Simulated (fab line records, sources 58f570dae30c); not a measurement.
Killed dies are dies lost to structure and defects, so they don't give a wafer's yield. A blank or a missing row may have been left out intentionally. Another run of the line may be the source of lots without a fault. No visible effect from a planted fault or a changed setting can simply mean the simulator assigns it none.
fab line records ; flow berkeley_cmos170
[record] lots = 7; wafers = 21; last_day = 14
route steps=331 shown SCREENOX@100 NVT@104 PVT@115 GATE@125
lots untouched by any fault: they come from a run of this same line in which no faults occurred
start_h: the number of hours between the record's first day and the start of the first shown wafer of the lot ; wait_h: hours elapsed since this lot's preceding step ; " repeats the value in the row above ; L1.1+2: several wafers, shown together as one row ; - no value, or no start was given ; * or withheld: withheld ; < > ~ a bound
route shown NAME@n: names a module that has steps shown in the file, with the first one's number in the route ; usual: the fault-free wafers' mean and standard deviation ; same: alike in all rows ; chamber/n: place in a boat ; sites: each site's reading ; _std_site: standard deviation of those values ; _edge_site: mean of outer sites minus mean of inner sites ; radius_mm: for every site, how far away it sits from the centre of the wafer ; mask NAME#n: copy n ; behind: the last tool/chamber to shape the wafer ; hold: what put the lot on hold/how long, in hours/how the hold closed ; device: transistor that didn't switch, given as n, p or np ; end of line: the same wafers' tests at the end of the route ; a step without rows: its recipe alone ; killed: the dies lost at the first sort to structure and to defects; this is not the yield of the wafer ; map: shows each die of a wafer: x if killed, . if not, _ if none is there
set.NAME: the setting the step ran with; set.NAME@STEP: the setting that earlier step ran with ; model.NAME: the simulator's own value behind a step, which no gauge read
lots at some steps of the route; a table a step, a row a wafer
services: a tool's chamber out of use, with start hour (start_h, from the record's first day; less than 0 if before it), hours out, and reason
[[steps]]
[step UCB170_SCREENOX_WET_ETCH_00]
[recipe] chemistry = dHF; dilution = 25:1; target = SiO2; temp_c = 25; time_s = 200
[step UCB170_SCREENOX_OXIDATION_01]
[recipe] temp_c = 900; ambient = O2; target_thk_a = 144; ox_time_s = 2400
[step UCB170_SCREENOX_THK_MEAS_02]
[recipe] reads = SiO2_of_SCREENOX_OXIDATION_01
[usual] SCREENOX_OXIDE_THK = 14.18/0.23
lot.wafer;tool;chamber;start_h;wait_h;SCREENOX_OXIDE_THK[nm]
L676.3;film_metro-01;-;152.13;0.0;13.93
L676.5;film_metro-01;-;152.13;0.0;14.14
L676.6;film_metro-01;-;152.13;0.0;14.26
L681.2;film_metro-03;-;192.63;0.0;14.36
L681.3;film_metro-03;-;192.63;0.0;14.20
L681.4;film_metro-03;-;192.63;0.0;14.31
L685.3;film_metro-03;-;211.30;0.0;14.32
L685.4;film_metro-03;-;211.30;0.0;14.57
L685.6;film_metro-03;-;211.30;0.0;14.47
L684.3;film_metro-02;-;211.34;0.1;14.32
L684.4;film_metro-02;-;211.34;0.1;14.20
L684.5;film_metro-02;-;211.34;0.1;14.12
L687.1;film_metro-01;-;225.82;0.0;13.79
L687.3;film_metro-01;-;225.82;0.0;14.04
L687.6;film_metro-01;-;225.82;0.0;13.95
L691.1;film_metro-02;-;256.65;0.0;14.25
L691.2;film_metro-02;-;256.65;0.0;14.18
L691.4;film_metro-02;-;256.65;0.0;14.25
L694.1;film_metro-02;-;269.50;0.0;14.00
L694.3;film_metro-02;-;269.50;0.0;14.15
L694.5;film_metro-02;-;269.50;0.0;14.12
[step UCB170_SCREENOX_ANNEAL_03]
[recipe] temp_c = 900; time_s = 900; ambient = N2
[step UCB170_NVT_HMDS_00]
[recipe] prime_time_s = 60; prime_temp_c = 100
[step UCB170_NVT_COAT_01]
[recipe] resist = KrF; spin_rpm = 1500; resist_thk_nm = 900
[step UCB170_NVT_SOFTBAKE_02]
[recipe] resist = KrF; temp_c = 130; time_s = 60
[step UCB170_NVT_EXPOSE_03]
[recipe] mask_id = PWELL; target_cd_nm = 3000; na = 0.5; sigma_outer = 0.6; source_shape = conventional; dose_mj = 30
[step UCB170_NVT_PEB_04]
[recipe] peb_temp_c = 130; peb_time_s = withheld; resist = KrF
[step UCB170_NVT_DEVELOP_05]
[recipe] developer = TMAH; develop_time_s = 45; resist = KrF; dev_temp_c = 21
[step UCB170_NVT_OVL_MEAS_06]
[usual] NVT_OVL = 0/6.7
lot.wafer;tool;chamber;start_h;wait_h;NVT_OVL[nm]
L676.3;overlay-01;-;162.49;-;-16
L676.5;overlay-01;-;162.49;-;-18
L676.6;overlay-01;-;162.49;-;-7
L681.2;overlay-02;-;203.70;-;2
L681.3;overlay-02;-;203.70;-;9
L681.4;overlay-02;-;203.70;-;-3
L685.3;overlay-02;-;220.92;-;1
L685.4;overlay-02;-;220.92;-;8
L685.6;overlay-02;-;220.92;-;6
L684.3;overlay-01;-;221.16;-;-6
L684.4;overlay-01;-;221.16;-;-3
L684.5;overlay-01;-;221.16;-;0
L687.1;overlay-02;-;234.82;-;5
L687.3;overlay-02;-;234.82;-;7
L687.6;overlay-02;-;234.82;-;1
L691.1;overlay-02;-;267.12;-;7
L691.2;overlay-02;-;267.12;-;-2
L691.4;overlay-02;-;267.12;-;-3
L694.1;overlay-02;-;277.31;-;-5
L694.3;overlay-02;-;277.31;-;1
L694.5;overlay-02;-;277.31;-;-2
[step UCB170_NVT_IMPLANT_07]
[recipe] species = BF2; dose_cm2 = 3e+12; energy_kev = 50; tilt_deg = 7
[step UCB170_NVT_STRIP_08]
[recipe] chemistry = O2; power_w = 400; pressure_mtorr = 3500; platen_temp_c = withheld; o2_flow_sccm = 400; overash_fraction = 0.5
[usual] chamber_pressure_mTorr = 3500/3.5; drypump_motor_current_A = 5.8/0.41; oes_product_au = 0.734/0.0045; strip_time_to_endpoint_s = 21.61/0.058
lot.wafer;tool;chamber;start_h;wait_h;chamber_pressure_mTorr;drypump_motor_current_A;oes_product_au;rf_hours_counter_h;strip_time_to_endpoint_s;model.KrF_of_NVT_COAT_01.thk_nm
L676.3;plasma_asher-04;1;162.70;0.1;3504;5.5;0.733;-;21.68;0
L676.5;plasma_asher-04;0;162.70;0.1;3513;5.4;0.730;-;21.65;0
L676.6;plasma_asher-04;1;162.70;0.1;3497;5.5;0.739;-;21.65;0
L681.2;plasma_asher-03;1;203.88;0.1;-;-;-;-;-;884.4
L681.3;plasma_asher-03;0;203.88;0.1;-;-;-;-;-;884.3
L681.4;plasma_asher-03;1;203.88;0.1;-;-;-;-;-;886.9
L685.3;plasma_asher-03;1;221.13;0.1;-;-;-;-;-;883.4
L685.4;plasma_asher-03;0;221.13;0.1;-;-;-;-;-;884.6
L685.6;plasma_asher-03;1;221.13;0.1;-;-;-;-;-;885.7
L684.3;plasma_asher-04;0;221.37;0.1;-;-;-;-;-;885.7
L684.4;plasma_asher-04;1;221.37;0.1;-;-;-;-;-;884.1
L684.5;plasma_asher-04;1;221.37;0.1;-;-;-;-;-;882.7
L687.1;plasma_asher-03;1;235.00;0.1;3495;6.4;0.740;11;21.69;0
L687.3;plasma_asher-03;0;235.00;0.1;3499;5.6;0.729;-;21.64;0
L687.6;plasma_asher-03;0;235.00;0.1;3502;5.6;0.729;-;21.63;0
L691.1;plasma_asher-03;1;267.30;0.1;3501;6.4;0.731;15;21.65;0
L691.2;plasma_asher-03;0;267.30;0.1;3505;5.6;0.730;15;21.58;0
L691.4;plasma_asher-03;1;267.30;0.1;3496;6.5;0.734;-;21.69;0
L694.1;plasma_asher-03;0;277.50;0.1;3504;5.6;0.728;16;21.66;0
L694.3;plasma_asher-03;0;277.50;0.1;3507;5.6;0.731;-;21.64;0
L694.5;plasma_asher-03;1;277.50;0.1;3501;6.4;0.729;-;21.71;0
[step UCB170_NVT_TW_MEAS_09]
[usual] NVT_TW = 523/4.4
lot.wafer;tool;chamber;start_h;wait_h;NVT_TW
L676.3;film_metro-04;-;162.79;0.1;527
L676.5;film_metro-04;-;162.79;0.1;526
L676.6;film_metro-04;-;162.79;0.1;528
L681.2;film_metro-04;-;203.99;0.1;532
L681.3;film_metro-04;-;203.99;0.1;526
L681.4;film_metro-04;-;203.99;0.1;531
L685.3;film_metro-04;-;221.22;0.1;529
L685.4;film_metro-04;-;221.22;0.1;531
L685.6;film_metro-04;-;221.22;0.1;530
L684.3;film_metro-02;-;221.46;0.1;525
L684.4;film_metro-02;-;221.46;0.1;521
L684.5;film_metro-02;-;221.46;0.1;519
L687.1;film_metro-02;-;235.10;0.1;526
L687.3;film_metro-02;-;235.10;0.1;524
L687.6;film_metro-02;-;235.10;0.1;525
L691.1;film_metro-04;-;267.40;0.1;527
L691.2;film_metro-04;-;267.40;0.1;525
L691.4;film_metro-04;-;267.40;0.1;527
L694.1;film_metro-02;-;277.60;0.1;521
L694.3;film_metro-02;-;277.60;0.1;519
L694.5;film_metro-02;-;277.60;0.1;519
[step UCB170_NVT_CLEAN_10]
[recipe] chemistry = SPM; temp_c = 120; time_s = 600
[step UCB170_PVT_HMDS_00]
[recipe] prime_time_s = 60; prime_temp_c = 100
[step UCB170_PVT_COAT_01]
[recipe] resist = KrF; spin_rpm = 1500; resist_thk_nm = 900
[step UCB170_PVT_SOFTBAKE_02]
[recipe] resist = KrF; temp_c = 130; time_s = 60
[step UCB170_PVT_EXPOSE_03]
[recipe] mask_id = NWELL; target_cd_nm = 3000; na = 0.5; sigma_outer = 0.6; source_shape = conventional; dose_mj = 30
[step UCB170_PVT_PEB_04]
[recipe] peb_temp_c = 130; peb_time_s = withheld; resist = KrF
[step UCB170_PVT_DEVELOP_05]
[recipe] developer = TMAH; develop_time_s = 45; resist = KrF; dev_temp_c = 21
[step UCB170_PVT_OVL_MEAS_06]
[usual] PVT_OVL = -5/6.2
lot.wafer;tool;chamber;start_h;wait_h;PVT_OVL[nm]
L676.3;overlay-01;-;164.10;-;-5
L676.5;overlay-01;-;164.10;-;-3
L676.6;overlay-01;-;164.10;-;-12
L681.2;overlay-01;-;205.42;-;-9
L681.3;overlay-01;-;205.42;-;3
L681.4;overlay-01;-;205.42;-;-4
L685.3;overlay-01;-;225.70;-;-9
L685.4;overlay-01;-;225.70;-;-2
L685.6;overlay-01;-;225.70;-;-2
L684.3;overlay-02;-;226.18;-;-4
L684.4;overlay-02;-;226.18;-;-13
L684.5;overlay-02;-;226.18;-;0
L687.1;overlay-01;-;237.61;-;-6
L687.3;overlay-01;-;237.61;-;2
L687.6;overlay-01;-;237.61;-;-12
L691.1;overlay-01;-;270.46;-;4
L691.2;overlay-01;-;270.46;-;-9
L691.4;overlay-01;-;270.46;-;-8
L694.1;overlay-02;-;280.49;-;-12
L694.3;overlay-02;-;280.49;-;-6
L694.5;overlay-02;-;280.49;-;-7
[step UCB170_PVT_IMPLANT_07]
[recipe] species = P; dose_cm2 = 2e+12; energy_kev = 30; tilt_deg = 7
[step UCB170_PVT_STRIP_08]
[recipe] chemistry = O2; power_w = 400; pressure_mtorr = 3500; platen_temp_c = withheld; o2_flow_sccm = 400; overash_fraction = 0.5
[usual] chamber_pressure_mTorr = 3500/3.2; drypump_motor_current_A = 5.7/0.35; oes_product_au = 0.734/0.0047; strip_time_to_endpoint_s = 21.61/0.056
lot.wafer;tool;chamber;start_h;wait_h;chamber_pressure_mTorr;drypump_motor_current_A;oes_product_au;rf_hours_counter_h;strip_time_to_endpoint_s
L676.3;plasma_asher-02;0;164.31;0.1;3503;5.9;0.729;-;21.59
L676.5;plasma_asher-02;0;164.31;0.1;3498;5.9;0.740;-;21.58
L676.6;plasma_asher-02;1;164.31;0.1;3504;5.6;0.739;-;21.64
L681.2;plasma_asher-04;0;205.60;0.1;3502;5.4;0.735;48;47.72
L681.3;plasma_asher-04;0;205.60;0.1;3498;5.4;0.748;-;47.73
L681.4;plasma_asher-04;1;205.60;0.1;3506;5.5;0.734;-;47.88
L685.3;plasma_asher-04;0;225.91;0.1;3498;5.4;0.737;-;47.77
L685.4;plasma_asher-04;1;225.91;0.1;3499;5.5;0.739;-;47.80
L685.6;plasma_asher-04;1;225.91;0.1;3501;5.5;0.743;-;47.85
L684.3;plasma_asher-04;0;226.39;0.1;3502;5.4;0.731;-;47.76
L684.4;plasma_asher-04;1;226.39;0.1;3499;5.5;0.738;-;47.75
L684.5;plasma_asher-04;0;226.39;0.1;3495;5.4;0.737;-;47.72
L687.1;plasma_asher-03;0;237.79;0.1;3502;5.6;0.738;11;21.61
L687.3;plasma_asher-03;0;237.79;0.1;3497;5.6;0.735;-;21.57
L687.6;plasma_asher-03;1;237.79;0.1;3500;6.4;0.738;-;21.63
L691.1;plasma_asher-04;1;270.64;0.1;3498;5.5;0.732;56;21.53
L691.2;plasma_asher-04;0;270.64;0.1;3503;5.4;0.738;56;21.57
L691.4;plasma_asher-04;0;270.64;0.1;3503;5.4;0.737;-;21.56
L694.1;plasma_asher-03;1;280.68;0.1;3503;6.4;0.729;17;21.70
L694.3;plasma_asher-03;1;280.68;0.1;3499;6.4;0.741;-;21.68
L694.5;plasma_asher-03;0;280.68;0.1;3505;5.6;0.744;-;21.67
[step UCB170_PVT_TW_MEAS_09]
[usual] PVT_TW = 505/4.6
lot.wafer;tool;chamber;start_h;wait_h;PVT_TW
L676.3;film_metro-03;-;164.40;0.1;502
L676.5;film_metro-03;-;164.40;0.1;501
L676.6;film_metro-03;-;164.40;0.1;501
L681.2;film_metro-01;-;205.71;0.1;30
L681.3;film_metro-01;-;205.71;0.1;30
L681.4;film_metro-01;-;205.71;0.1;30
L685.3;film_metro-04;-;225.99;0.1;30
L685.4;film_metro-04;-;225.99;0.1;30
L685.6;film_metro-04;-;225.99;0.1;30
L684.3;film_metro-03;-;226.48;0.1;29
L684.4;film_metro-03;-;226.48;0.1;30
L684.5;film_metro-03;-;226.48;0.1;30
L687.1;film_metro-01;-;237.89;0.1;504
L687.3;film_metro-01;-;237.89;0.1;503
L687.6;film_metro-01;-;237.89;0.1;504
L691.1;film_metro-01;-;270.74;0.1;504
L691.2;film_metro-01;-;270.74;0.1;505
L691.4;film_metro-01;-;270.74;0.1;501
L694.1;film_metro-03;-;280.78;0.1;503
L694.3;film_metro-03;-;280.78;0.1;504
L694.5;film_metro-03;-;280.78;0.1;501
[step UCB170_GATE_WET_ETCH_00]
[recipe] chemistry = dHF; dilution = 25:1; target = SiO2; temp_c = 25; time_s = 200
[[services]]
tool;chamber;start_h;hours;kind
plasma_asher-02;-;148.37;3.1;repair
plasma_asher-02;-;231.04;4.2;repair
[[key]]
[first_sign] step = UCB170_NVT_STRIP_08; reading = tool_record; direction = missing
[effect] step = UCB170_PVT_STRIP_08; reading = strip_time_to_endpoint_s; direction = up; sigmas = 99+; usual = *; struck = *
[effect] step = UCB170_PVT_TW_MEAS_09; reading = PVT_TW; direction = down; sigmas = 99+; usual = 505; struck = 30
[model_effect] step = UCB170_NVT_STRIP_08; value = KrF_of_NVT_COAT_01.thk_nm; without = 0; struck = 884.6
met_at UCB170_NVT_STRIP_08
struck_wafers L681.2,L681.3,L681.4,L684.3,L684.4,L684.5,L685.3,L685.4,L685.6
sort_left_out L681.2,L681.3,L681.4,L684.3,L684.4,L684.5,L685.3,L685.4,L685.6
tester_left_out L681,L684,L685
onset_between 162.70 203.88
[fault] kind = skipped_step_whole; tool = plasma_asher-03,plasma_asher-04; chamber = -; onset_h = 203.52; steps = UCB170_NVT_STRIP_08; scope = struck_lots_only
// tester_left_out: of these lots the tester's yield and bins aren't shown, on N5 and GAA mostly nor the transistor test; their killed dies are dies lost to structure and defects alone, not to doping, threshold or leakage, so they don't give the yield
// sort_left_out: the simulated sort isn't trusted on such a fault, so these wafers' sort isn't shown, and their yield isn't known
